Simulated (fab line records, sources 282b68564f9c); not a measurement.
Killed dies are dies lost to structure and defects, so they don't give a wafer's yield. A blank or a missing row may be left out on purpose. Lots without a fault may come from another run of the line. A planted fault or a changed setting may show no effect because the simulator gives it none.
fab line records | flow rit_cmos
record lots=15 wafers=45 last_day=7
route steps=202 shown CONTACT@171
lots that met no fault: from a run of the same line without faults
start_h: hours from the record's first day to the start of the lot's first wafer shown | wait_h: hours since the lot's step before | " the same as in the row above | L1.1+2: a row that stands for several wafers | - no value, or no start given | * or withheld: withheld | < > ~ a bound
route shown NAME@n: a module of which the file shows steps, and the number in the route of the first | usual: mean/standard deviation of fault-free wafers | same: alike in all rows | chamber/n: place in a boat | sites: the reading at each site | _std_site: their standard deviation | _edge_site: outer sites' mean less inner sites' | radius_mm: how far each site lies from the wafer's centre | mask NAME#n: copy n | behind: the tool/chamber that last shaped the wafer | hold: why the lot was held/for how many hours/how that ended | device: the transistor (n, p or np) that didn't switch | end of line: the same wafers' tests at the end of the route | a step without rows: its recipe alone | killed: dies lost to structure and defects at the first sort, not the wafer's yield | map: a wafer's dies, x killed, . not, _ none there
set.NAME: the setting as run; set.NAME@STEP: as run at that earlier step | model.NAME: the simulator's own value behind a step, which no gauge read
steps of the route over a sample of lots; a table a step, a row a wafer
## steps
# step RIT_CONTACT_COAT_03
# recipe resist=NOVOLAK spin_rpm=3250 resist_thk_nm=1000
# usual chill_plate_temp_C=23.02/0.1 dispense_pressure_kPa=50.5/1.1
# columns lot.wafer tool chamber start_h wait_h chill_plate_temp_C dispense_pressure_kPa
L774.1 litho_track-04 0 52.29 0.1 22.95 49.4
L774.3 " 0 " " 23.19 49.4
L774.5 " 0 " " 22.93 49.3
L775.1 litho_track-04 0 57.08 0.1 23.00 49.3
L775.2 " 0 " " 22.92 49.3
L775.4 " 0 " " 22.96 49.4
L776.2 litho_track-04 0 62.05 0.1 23.04 49.4
L776.3 " 0 " " 23.06 49.4
L776.4 " 0 " " 22.75 49.3
L777.1 litho_track-03 0 70.08 0.1 23.05 52.3
L777.4 " 0 " " 23.00 52.2
L777.6 " 0 " " 22.97 52.3
L778.1 litho_track-01 0 72.06 0.1 22.90 50.6
L778.3 " 0 " " 23.02 50.5
L778.4 " 0 " " 23.09 50.5
L779.2 litho_track-03 0 76.97 0.1 22.90 52.2
L779.3 " 0 " " 22.97 52.2
L779.5 " 0 " " 22.99 52.3
L780.2 litho_track-04 0 81.37 0.1 22.97 49.4
L780.3 " 0 " " 23.11 49.4
L780.4 " 0 " " 22.98 49.4
L781.3 litho_track-04 0 85.23 0.1 23.18 49.3
L781.4 " 0 " " 23.11 49.3
L781.5 " 0 " " 23.09 49.4
L782.1 litho_track-04 - 91.09 0.1 - -
L782.4 " - " " - -
L782.6 " - " " - -
L783.1 litho_track-03 - 97.26 0.1 - -
L783.2 " - " " - -
L783.4 " - " " - -
L784.2 litho_track-03 - 100.62 0.1 - -
L784.3 " - " " - -
L784.4 " - " " - -
L786.2 litho_track-04 0 112.48 0.1 22.99 49.3
L786.4 " 0 " " 23.00 49.3
L786.5 " 0 " " 22.80 49.3
L791.1 litho_track-01 0 135.78 0.1 22.94 50.6
L791.3 " 0 " " 22.80 50.6
L791.5 " 0 " " 23.07 50.6
L794.2 litho_track-01 0 151.28 0.1 23.14 50.6
L794.3 " 0 " " 22.89 50.6
L794.6 " 0 " " 23.05 50.6
L797.2 litho_track-03 0 167.55 0.1 22.98 52.2
L797.4 " 0 " " 22.95 52.2
L797.5 " 0 " " 23.10 52.2
# step RIT_CONTACT_CD_MEAS_08
# recipe target_cd_nm=1000
# usual cd_nm=1000.4/1.9
# columns lot.wafer tool chamber start_h wait_h cd_nm
L774.1 cd_sem-02 - 53.33 - 998.4
L774.3 " - " " 999.8
L774.5 " - " " 997.7
L775.1 cd_sem-02 - 57.89 - 1001.9
L775.2 " - " " 1000.0
L775.4 " - " " 1000.7
L776.2 cd_sem-02 - 62.99 - 1001.1
L776.3 " - " " 999.4
L776.4 " - " " 1001.4
L777.1 cd_sem-02 - 70.90 - 1001.4
L777.4 " - " " 1002.6
L777.6 " - " " 1002.4
L778.1 cd_sem-02 - 72.88 - 1000.6
L778.3 " - " " 996.7
L778.4 " - " " 999.1
L779.2 cd_sem-02 - 77.78 - 998.6
L779.3 " - " " 998.5
L779.5 " - " " 999.6
L780.2 cd_sem-01 - 82.30 - 1001.0
L780.3 " - " " 1002.0
L780.4 " - " " 1001.5
L781.3 cd_sem-01 - 86.16 - 1003.1
L781.4 " - " " 999.9
L781.5 " - " " 1002.5
L782.1 cd_sem-02 - 91.90 - -
L782.4 " - " " -
L782.6 " - " " -
L783.1 cd_sem-01 - 98.31 - -
L783.2 " - " " -
L783.4 " - " " -
L784.2 cd_sem-02 - 101.44 - -
L784.3 " - " " -
L784.4 " - " " -
L786.2 cd_sem-01 - 113.29 - 1002.4
L786.4 " - " " 1000.7
L786.5 " - " " 1000.9
L791.1 cd_sem-01 - 136.81 - 1004.1
L791.3 " - " " 1003.3
L791.5 " - " " 1002.9
L794.2 cd_sem-02 - 152.34 - 1002.8
L794.3 " - " " 1000.7
L794.6 " - " " 1003.7
L797.2 cd_sem-01 - 168.36 - 1002.0
L797.4 " - " " 1001.6
L797.5 " - " " 1002.3
## key
first_sign step=RIT_CONTACT_COAT_03 reading=tool_record direction=missing
effect step=RIT_CONTACT_CD_MEAS_08 reading=cd_nm direction=missing
met_at RIT_CONTACT_COAT_03
struck_lots L782,L783,L784
later_rows_left_out L782.1,L782.4,L782.6,L783.1,L783.2,L783.4,L784.2,L784.3,L784.4
sort_left_out L782.1,L782.4,L782.6,L783.1,L783.2,L783.4,L784.2,L784.3,L784.4
tester_left_out L782,L783,L784
onset_between 85.23 91.09
fault kind=skipped_step_whole tool=litho_track-03,litho_track-04 chamber=- onset_h=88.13 steps=RIT_CONTACT_COAT_03 scope=struck_lots_only
# tester_left_out: of these lots the tester's yield and bins aren't shown, on N5 and GAA mostly nor the transistor test; their killed dies are dies lost to structure and defects alone, not to doping, threshold or leakage, so they don't give the yield
# sort_left_out: the simulated sort isn't trusted on such a fault, so these wafers' sort isn't shown, and their yield isn't known
# later_rows_left_out: the simulator's readings of these wafers behind a module that went badly wrong aren't trusted and aren't shown, but for the sort
